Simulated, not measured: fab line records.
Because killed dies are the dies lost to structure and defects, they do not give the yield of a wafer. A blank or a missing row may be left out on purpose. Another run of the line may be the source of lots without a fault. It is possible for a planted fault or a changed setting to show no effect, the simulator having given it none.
fab line records + flow berkeley-cmos170
record:
- lots: 14
- wafers: 42
- last-day: 11
route steps=331 shown V1@268 M2@278 V2@296
lots untouched by any fault: they come from a run of this same line in which no faults occurred
start-h: hours from the record's opening day to when the first of the lot's shown wafers began + wait-h: hours from the lot's prior step to this one + " repeats the value in the row above + L1.1+2: one row covering several wafers at once + - no value present, or no start provided + * or withheld: withheld + < > ~ a bound
route shown NAME@n: a module of which the file shows steps, and the number in the route of the first + usual: the fault-free wafers' mean and standard deviation + same: alike in all rows + chamber/n: place in a boat + sites: readings site by site + _std_site: how widely they spread, as a standard deviation + _edge_site: inner sites' mean taken away from outer sites' mean + radius-mm: for every site, how far away it sits from the centre of the wafer + mask NAME#n: copy n + behind: the last tool/chamber to shape the wafer + hold: the reason the lot was held/the length of the hold in hours/how it ended + device: names the non-switching transistor (n, p or np) + end of line: the tests these same wafers got at the end of their route + step lacking rows: just its recipe + killed: dies lost to structure and defects at the first sort, not the wafer's yield + map: shows each die of a wafer: x if killed, . if not, _ if none is there
set.NAME: the setting that was run; set.NAME@STEP: the one run at that earlier step + model.NAME: the simulator's own value behind a step, which no gauge read
the route's steps for a sample of lots (tables are steps, rows are wafers)
services: a tool's chamber out of use, with start hour (start-h, from the record's first day; less than 0 if before it), hours out, and reason
== steps ==
step: UCB170_V1_ETCH_14
recipe:
- chemistry: CHF3/CF4/Ar
- target: SiO2
- stop-on: Al
- CHF3_flow_sccm: 45
- cf4-flow-sccm: 15
- Ar_flow_sccm: 150
- pressure-mtorr: 200
- rf-w: 700
- target-depth-a: 12500
- over-etch-frac: 0.25
- time-s: 291
usual:
- drypump-motor-current-A: 5.6/0.42
- oes-product-au: 0.876/0.014
- throttle-valve-pct: 6.90/0.11
same:
- over-etch-frac: 0.25
| lot.wafer | tool        | chamber | start-h | wait-h | drypump-motor-current-A | oes-product-au | rf-hours-counter-h | throttle-valve-pct |
|-----------|-------------|---------|---------|--------|-------------------------|----------------|--------------------|--------------------|
| L390.2    | rie-diel-02 | 3       | 163.54  | 0.0    | 5.6                     | 0.891          | 92                 | 6.95               |
| L390.4    | "           | 2       | "       | "      | 5.1                     | 0.868          | 1                  | 6.84               |
| L390.5    | "           | 3       | "       | "      | 5.7                     | 0.896          | -                  | 6.95               |
| L389.1    | rie-diel-03 | 1       | 163.71  | 0.0    | 5.4                     | 0.870          | 43                 | 7.14               |
| L389.2    | "           | 2       | "       | "      | 6.3                     | 0.873          | 138                | 6.95               |
| L389.4    | "           | 3       | "       | "      | 4.8                     | 0.876          | 4                  | 6.94               |
| L391.1    | rie-diel-01 | 3       | 164.13  | 0.0    | 5.5                     | 0.896          | 0                  | 6.81               |
| L391.3    | "           | 1       | "       | "      | 6.0                     | 0.872          | 150                | 6.71               |
| L391.6    | "           | 0       | "       | "      | 5.6                     | 0.852          | -                  | 6.89               |
| L392.4    | rie-diel-02 | 1       | 166.06  | 0.0    | 6.1                     | 0.889          | 23                 | 6.72               |
| L392.5    | "           | 1       | "       | "      | 6.1                     | 0.898          | -                  | 6.75               |
| L392.6    | "           | 2       | "       | "      | 5.1                     | 0.865          | -                  | 6.83               |
| L394.1    | rie-diel-01 | 3       | 170.36  | 0.0    | 5.5                     | 0.902          | 0                  | 6.82               |
| L394.3    | "           | 2       | "       | "      | 5.9                     | 0.881          | 119                | 6.97               |
| L394.5    | "           | 3       | "       | "      | 5.5                     | 0.898          | -                  | 6.81               |
| L398.1    | rie-diel-02 | 1       | 196.95  | 0.0    | 6.1                     | 0.900          | 25                 | 6.74               |
| L398.2    | "           | 0       | "       | "      | 5.4                     | 0.871          | 134                | 6.87               |
| L398.6    | "           | 3       | "       | "      | 5.6                     | 0.890          | -                  | 6.96               |
| L400.1    | rie-diel-01 | 1       | 215.05  | 0.0    | 6.0                     | 0.900          | 1                  | 6.72               |
| L400.2    | "           | 2       | "       | "      | 5.9                     | 0.872          | 121                | 6.97               |
| L400.3    | "           | 3       | "       | "      | 5.5                     | 0.884          | 2                  | 6.82               |
| L402.1    | rie-diel-02 | 2       | 215.29  | 0.0    | 5.1                     | 0.873          | 4                  | 6.82               |
| L402.5    | "           | 0       | "       | "      | 5.4                     | 0.875          | -                  | 6.88               |
| L402.6    | "           | 3       | "       | "      | 5.6                     | 0.881          | -                  | 6.95               |
| L405.2    | rie-diel-01 | 1       | 238.11  | 0.0    | 5.9                     | 0.901          | 2                  | 6.71               |
| L405.4    | "           | 0       | "       | "      | 5.6                     | 0.851          | 9                  | 6.86               |
| L405.5    | "           | 2       | "       | "      | 5.9                     | 0.885          | -                  | 6.96               |
| L406.3    | rie-diel-02 | 0       | 250.36  | 0.0    | 5.4                     | 0.875          | 137                | 6.88               |
| L406.4    | "           | 1       | "       | "      | 6.2                     | 0.886          | 28                 | 6.74               |
| L406.5    | "           | 0       | "       | "      | 5.4                     | 0.871          | -                  | 6.88               |
| L411.1    | rie-diel-03 | 3       | 250.44  | 0.0    | 4.8                     | 0.883          | 7                  | 6.94               |
| L411.2    | "           | 1       | "       | "      | 5.4                     | 0.862          | 45                 | 7.15               |
| L411.4    | "           | 3       | "       | "      | 4.8                     | 0.880          | -                  | 6.92               |
| L410.1    | rie-diel-01 | 1       | 250.48  | 0.0    | 6.0                     | 0.901          | 3                  | 6.73               |
| L410.2    | "           | 3       | "       | "      | 5.5                     | 0.897          | 4                  | 6.81               |
| L410.3    | "           | 0       | "       | "      | 5.6                     | 0.851          | 10                 | 6.88               |
| L408.1    | rie-diel-02 | 3       | 250.71  | 0.0    | 5.6                     | 0.881          | 97                 | 6.93               |
| L408.2    | "           | 0       | "       | "      | 5.4                     | 0.875          | 137                | 6.88               |
| L408.4    | "           | 2       | "       | "      | 5.1                     | 0.867          | 6                  | 6.84               |
| L412.2    | rie-diel-02 | 2       | 253.26  | 0.0    | 5.1                     | 0.871          | 6                  | 6.83               |
| L412.3    | "           | 3       | "       | "      | 5.6                     | 0.888          | 97                 | 6.95               |
| L412.4    | "           | 0       | "       | "      | 5.5                     | 0.862          | 138                | 6.88               |
step: UCB170_M2_STRIP_07
recipe:
- chemistry: O2
- power-w: 400
- pressure-mtorr: 3500
- platen-temp-c: withheld
- o2-flow-sccm: 400
- overash-fraction: 0.5
usual:
- drypump-motor-current-A: 5.97/0.26
- oes-product-au: 0.735/0.0045
- strip-time-to-endpoint-s: 21.96/0.057
| lot.wafer | tool            | chamber | start-h | wait-h | drypump-motor-current-A | oes-product-au | rf-hours-counter-h | strip-time-to-endpoint-s |
|-----------|-----------------|---------|---------|--------|-------------------------|----------------|--------------------|--------------------------|
| L390.2    | plasma-asher-04 | 1       | 164.83  | 0.1    | 6.22                    | 0.737          | 38                 | 22.00                    |
| L390.4    | "               | 0       | "       | "      | 5.99                    | 0.727          | -                  | 21.99                    |
| L390.5    | "               | 0       | "       | "      | 6.01                    | 0.733          | -                  | 21.97                    |
| L389.1    | plasma-asher-02 | 0       | 164.91  | 0.1    | 6.19                    | 0.732          | 45                 | 21.99                    |
| L389.2    | "               | 1       | "       | "      | 5.58                    | 0.730          | 45                 | 22.02                    |
| L389.4    | "               | 0       | "       | "      | 6.21                    | 0.733          | -                  | 21.97                    |
| L391.1    | plasma-asher-04 | 0       | 165.44  | 0.1    | 5.96                    | 0.738          | 38                 | 21.95                    |
| L391.3    | "               | 1       | "       | "      | 6.30                    | 0.733          | -                  | 21.97                    |
| L391.6    | "               | 0       | "       | "      | 5.98                    | 0.732          | -                  | 22.03                    |
| L392.4    | plasma-asher-03 | 1       | 167.28  | 0.1    | 6.09                    | 0.733          | -                  | 21.96                    |
| L392.5    | "               | 0       | "       | "      | 5.68                    | 0.738          | -                  | 21.95                    |
| L392.6    | "               | 1       | "       | "      | 6.09                    | 0.733          | -                  | 21.91                    |
| L394.1    | plasma-asher-03 | 0       | 171.78  | 0.1    | 5.63                    | 0.738          | 6                  | 21.99                    |
| L394.3    | "               | 0       | "       | "      | 5.68                    | 0.738          | -                  | 21.94                    |
| L394.5    | "               | 0       | "       | "      | 5.64                    | 0.737          | -                  | 21.96                    |
| L398.1    | plasma-asher-02 | 1       | 198.65  | 0.1    | 5.60                    | 0.742          | 49                 | 21.96                    |
| L398.2    | "               | 0       | "       | "      | 6.21                    | 0.744          | 49                 | 22.02                    |
| L398.6    | "               | 0       | "       | "      | 6.19                    | 0.730          | -                  | 21.98                    |
| L400.1    | plasma-asher-02 | 1       | 216.23  | 0.1    | 5.59                    | 0.731          | 50                 | 21.94                    |
| L400.2    | "               | 0       | "       | "      | 6.22                    | 0.735          | 50                 | 21.94                    |
| L400.3    | "               | 1       | "       | "      | 5.61                    | 0.731          | -                  | 21.91                    |
| L402.1    | plasma-asher-03 | 0       | 216.47  | 0.1    | 5.65                    | 0.740          | 12                 | 22.00                    |
| L402.5    | "               | 1       | "       | "      | 6.09                    | 0.731          | -                  | 22.00                    |
| L402.6    | "               | 0       | "       | "      | 5.64                    | 0.735          | -                  | 21.96                    |
| L405.2    | plasma-asher-03 | 1       | 239.29  | 0.1    | 6.10                    | 0.736          | 15                 | 22.02                    |
| L405.4    | "               | 1       | "       | "      | 6.09                    | 0.727          | -                  | 22.07                    |
| L405.5    | "               | 0       | "       | "      | 5.65                    | 0.734          | -                  | 22.00                    |
| L411.1    | plasma-asher-03 | 0       | 252.46  | 0.1    | 5.66                    | 0.740          | 16                 | 22.02                    |
| L411.2    | "               | 1       | "       | "      | 6.09                    | 0.731          | 16                 | 22.05                    |
| L411.4    | "               | 0       | "       | "      | 5.65                    | 0.730          | -                  | 21.98                    |
| L406.3    | plasma-asher-02 | 0       | 252.49  | 0.1    | 6.22                    | 0.734          | -                  | 21.91                    |
| L406.4    | "               | 1       | "       | "      | 5.60                    | 0.733          | -                  | 21.92                    |
| L406.5    | "               | 1       | "       | "      | 5.59                    | 0.736          | -                  | 21.91                    |
| L410.1    | plasma-asher-04 | 0       | 252.61  | 0.1    | 6.00                    | 0.742          | 48                 | 21.97                    |
| L410.2    | "               | 1       | "       | "      | 6.29                    | 0.737          | 48                 | 21.99                    |
| L410.3    | "               | 0       | "       | "      | 5.98                    | 0.734          | -                  | 21.97                    |
| L408.1    | plasma-asher-03 | 1       | 252.91  | 0.1    | 6.08                    | 0.728          | 16                 | 21.97                    |
| L408.2    | "               | 0       | "       | "      | 5.69                    | 0.732          | 16                 | 21.95                    |
| L408.4    | "               | 1       | "       | "      | 6.10                    | 0.727          | -                  | 21.91                    |
| L412.2    | plasma-asher-04 | 0       | 255.16  | 0.1    | 5.95                    | 0.737          | 48                 | 21.86                    |
| L412.3    | "               | 1       | "       | "      | 6.21                    | 0.733          | -                  | 21.81                    |
| L412.4    | "               | 0       | "       | "      | 6.01                    | 0.749          | -                  | 21.85                    |
step: UCB170_M2_EXPOSE_12
recipe:
- mask-id: METAL2
- target-cd-nm: 700
- na: 0.5
- sigma-outer: 0.6
- source-shape: conventional
- dose-mj: 26
usual:
- exposure-dose-mJ-cm2: 26.00/0.031
- focus-offset-nm: 0.1/0.53
- reticle-temp-C: 23.02/0.1
| lot.wafer | tool           | chamber | start-h | wait-h | mask     | exposure-dose-mJ-cm2 | focus-offset-nm | reticle-temp-C |
|-----------|----------------|---------|---------|--------|----------|----------------------|-----------------|----------------|
| L390.2    | krf-scanner-01 | 0       | 165.78  | -      | METAL2#0 | 26.02                | 0.0             | 22.88          |
| L390.4    | "              | 0       | "       | "      | METAL2#0 | 26.01                | 0.1             | 23.06          |
| L390.5    | "              | 0       | "       | "      | METAL2#0 | 26.02                | -0.8            | 22.91          |
| L389.1    | krf-scanner-02 | 0       | 166.02  | -      | METAL2#0 | 25.99                | -0.4            | 23.01          |
| L389.2    | "              | 0       | "       | "      | METAL2#0 | 26.03                | 0.2             | 23.15          |
| L389.4    | "              | 0       | "       | "      | METAL2#0 | 25.98                | -0.1            | 22.95          |
| L391.1    | krf-scanner-01 | 0       | 166.29  | -      | METAL2#0 | 26.03                | 0.6             | 23.13          |
| L391.3    | "              | 0       | "       | "      | METAL2#0 | 25.99                | 0.6             | 23.11          |
| L391.6    | "              | 0       | "       | "      | METAL2#0 | 26.01                | 0.0             | 23.11          |
| L392.4    | krf-scanner-01 | 0       | 168.03  | -      | METAL2#0 | 25.95                | 0.3             | 22.99          |
| L392.5    | "              | 0       | "       | "      | METAL2#0 | 25.97                | 0.3             | 23.02          |
| L392.6    | "              | 0       | "       | "      | METAL2#0 | 26.00                | 0.9             | 23.01          |
| L394.1    | krf-scanner-01 | 0       | 173.58  | -      | METAL2#0 | 26.02                | 0.5             | 23.04          |
| L394.3    | "              | 0       | "       | "      | METAL2#0 | 26.01                | 0.5             | 23.14          |
| L394.5    | "              | 0       | "       | "      | METAL2#0 | 25.97                | 0.6             | 23.01          |
| L398.1    | krf-scanner-02 | 0       | 199.41  | -      | METAL2#0 | 26.00                | 0.0             | 22.93          |
| L398.2    | "              | 0       | "       | "      | METAL2#0 | 25.98                | 0.6             | 23.10          |
| L398.6    | "              | 0       | "       | "      | METAL2#0 | 25.99                | 0.4             | 23.07          |
| L400.1    | krf-scanner-01 | -       | 216.96  | -      | METAL2#0 | -                    | -               | -              |
| L400.2    | "              | -       | "       | "      | METAL2#0 | -                    | -               | -              |
| L400.3    | "              | -       | "       | "      | METAL2#0 | -                    | -               | -              |
| L402.1    | krf-scanner-01 | -       | 217.54  | -      | METAL2#0 | -                    | -               | -              |
| L402.5    | "              | -       | "       | "      | METAL2#0 | -                    | -               | -              |
| L402.6    | "              | -       | "       | "      | METAL2#0 | -                    | -               | -              |
| L405.2    | krf-scanner-01 | 0       | 240.16  | -      | METAL2#0 | 26.02                | 0.8             | 23.04          |
| L405.4    | "              | 0       | "       | "      | METAL2#0 | 26.00                | 0.0             | 22.93          |
| L405.5    | "              | 0       | "       | "      | METAL2#0 | 26.02                | -0.4            | 22.99          |
| L406.3    | krf-scanner-01 | 0       | 253.84  | -      | METAL2#0 | 26.04                | 0.3             | 23.09          |
| L406.4    | "              | 0       | "       | "      | METAL2#0 | 26.07                | -0.4            | 22.95          |
| L406.5    | "              | 0       | "       | "      | METAL2#0 | 26.05                | -0.4            | 23.01          |
| L411.1    | krf-scanner-02 | 0       | 254.05  | -      | METAL2#0 | 25.99                | 0.3             | 23.24          |
| L411.2    | "              | 0       | "       | "      | METAL2#0 | 25.99                | -0.5            | 23.03          |
| L411.4    | "              | 0       | "       | "      | METAL2#0 | 26.04                | 0.1             | 23.10          |
| L410.1    | krf-scanner-01 | 0       | 254.29  | -      | METAL2#0 | 25.99                | 1.5             | 23.17          |
| L410.2    | "              | 0       | "       | "      | METAL2#0 | 26.04                | 0.2             | 22.89          |
| L410.3    | "              | 0       | "       | "      | METAL2#0 | 26.02                | -0.4            | 23.16          |
| L408.1    | krf-scanner-02 | 0       | 254.53  | -      | METAL2#0 | 26.01                | -0.4            | 22.99          |
| L408.2    | "              | 0       | "       | "      | METAL2#0 | 26.02                | -0.4            | 22.88          |
| L408.4    | "              | 0       | "       | "      | METAL2#0 | 26.05                | -0.7            | 22.84          |
| L412.2    | krf-scanner-01 | 0       | 256.18  | -      | METAL2#0 | 26.00                | 0.1             | 23.07          |
| L412.3    | "              | 0       | "       | "      | METAL2#0 | 26.03                | -0.7            | 23.10          |
| L412.4    | "              | 0       | "       | "      | METAL2#0 | 26.04                | -0.4            | 23.22          |
step: UCB170_V2_THK_MEAS_04
recipe:
- reads: SiO2_of_V2_CVD_00
usual:
- V2_POLISHED_THK: 1000.0/1
| lot.wafer | tool          | chamber | start-h | wait-h | V2_POLISHED_THK[nm] |
|-----------|---------------|---------|---------|--------|---------------------|
| L390.2    | film-metro-03 | -       | 167.43  | 0.1    | 999.9               |
| L390.4    | "             | -       | "       | "      | 1000.0              |
| L390.5    | "             | -       | "       | "      | 999.8               |
| L389.1    | film-metro-03 | -       | 167.70  | 0.1    | 999.3               |
| L389.2    | "             | -       | "       | "      | 997.8               |
| L389.4    | "             | -       | "       | "      | 1000.4              |
| L391.1    | film-metro-02 | -       | 168.03  | 0.1    | 1000.0              |
| L391.3    | "             | -       | "       | "      | 1002.7              |
| L391.6    | "             | -       | "       | "      | 1001.8              |
| L392.4    | film-metro-01 | -       | 169.69  | 0.1    | 1000.5              |
| L392.5    | "             | -       | "       | "      | 1000.8              |
| L392.6    | "             | -       | "       | "      | 1002.3              |
| L394.1    | film-metro-01 | -       | 175.99  | 0.1    | 1001.1              |
| L394.3    | "             | -       | "       | "      | 1000.1              |
| L394.5    | "             | -       | "       | "      | 1000.2              |
| L398.1    | film-metro-01 | -       | 201.10  | 0.1    | 1000.2              |
| L398.2    | "             | -       | "       | "      | 1000.0              |
| L398.6    | "             | -       | "       | "      | 999.8               |
| L405.2    | film-metro-02 | -       | 241.79  | 0.1    | 1000.4              |
| L405.4    | "             | -       | "       | "      | 999.4               |
| L405.5    | "             | -       | "       | "      | 1000.2              |
| L406.3    | film-metro-02 | -       | 256.04  | 0.1    | 998.7               |
| L406.4    | "             | -       | "       | "      | 1000.0              |
| L406.5    | "             | -       | "       | "      | 1001.4              |
| L411.1    | film-metro-03 | -       | 256.26  | 0.1    | 998.9               |
| L411.2    | "             | -       | "       | "      | 1001.2              |
| L411.4    | "             | -       | "       | "      | 999.6               |
| L410.1    | film-metro-02 | -       | 256.38  | 0.1    | 999.6               |
| L410.2    | "             | -       | "       | "      | 999.2               |
| L410.3    | "             | -       | "       | "      | 1000.2              |
| L408.1    | film-metro-03 | -       | 256.63  | 0.1    | 1000.8              |
| L408.2    | "             | -       | "       | "      | 998.1               |
| L408.4    | "             | -       | "       | "      | 999.1               |
| L412.2    | film-metro-01 | -       | 257.97  | 0.1    | 1000.2              |
| L412.3    | "             | -       | "       | "      | 999.6               |
| L412.4    | "             | -       | "       | "      | 1001.3              |
== services ==
| tool            | chamber | start-h | hours | kind           |
|-----------------|---------|---------|-------|----------------|
| rie-diel-01     | 3       | 144.14  | -     | clean          |
| rie-diel-01     | 3       | 144.14  | 18.0  | scheduled-down |
| rie-diel-01     | 3       | 144.14  | 18.0  | vent-cycle     |
| krf-scanner-02  | -       | 157.49  | 1.1   | repair         |
| rie-diel-01     | 1       | 168.05  | -     | clean          |
| rie-diel-01     | 1       | 168.05  | 20.3  | scheduled-down |
| rie-diel-01     | 1       | 168.05  | 20.3  | vent-cycle     |
| krf-scanner-02  | -       | 185.62  | 1.0   | pm             |
| krf-scanner-01  | -       | 191.66  | 0.8   | repair         |
| rie-diel-01     | -       | 194.32  | 0.5   | repair         |
| krf-scanner-01  | -       | 197.13  | 0.1   | repair         |
| krf-scanner-01  | -       | 197.41  | 1.3   | pm             |
| rie-diel-01     | 3       | 201.18  | 4.9   | repair         |
| krf-scanner-02  | -       | 201.39  | 0.8   | pm             |
| krf-scanner-02  | -       | 202.37  | 3.6   | pm             |
| plasma-asher-02 | -       | 207.21  | 2.6   | repair         |
| rie-diel-03     | -       | 215.94  | 28.1  | pm             |
| krf-scanner-02  | -       | 216.66  | 4.4   | pm             |
| krf-scanner-01  | -       | 237.13  | 1.0   | pm             |
| rie-diel-03     | 2       | 244.04  | -     | clean          |
| rie-diel-03     | 2       | 244.04  | 14.5  | scheduled-down |
| krf-scanner-02  | -       | 248.75  | 1.3   | pm             |
| rie-diel-03     | 0       | 254.14  | 3.0   | repair         |
| rie-diel-03     | 1       | 254.16  | 4.9   | repair         |
== key ==
first-sign:
- step: UCB170_M2_EXPOSE_12
- reading: tool-record
- direction: missing
effect none on later readings
met-at UCB170_M2_EXPOSE_12
struck-lots L400,L402
later-rows-left-out L400.1,L400.2,L400.3,L402.1,L402.5,L402.6
sort-left-out L400.1,L400.2,L400.3,L402.1,L402.5,L402.6
not-acting-at UCB170_V1_ETCH_14,UCB170_M2_STRIP_07,UCB170_V2_THK_MEAS_04
onset-between 173.58 216.96
fault:
- kind: skipped-step-whole
- tool: krf-scanner-01
- chamber: -
- onset-h: 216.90
- steps: UCB170_M2_EXPOSE_12
- scope: struck-lots-only
sort-left-out: the simulated sort isn't trusted on such a fault, so these wafers' sort isn't shown, and their yield isn't known
later-rows-left-out: the simulator's readings of these wafers behind a module that went badly wrong aren't trusted and aren't shown, but for the sort
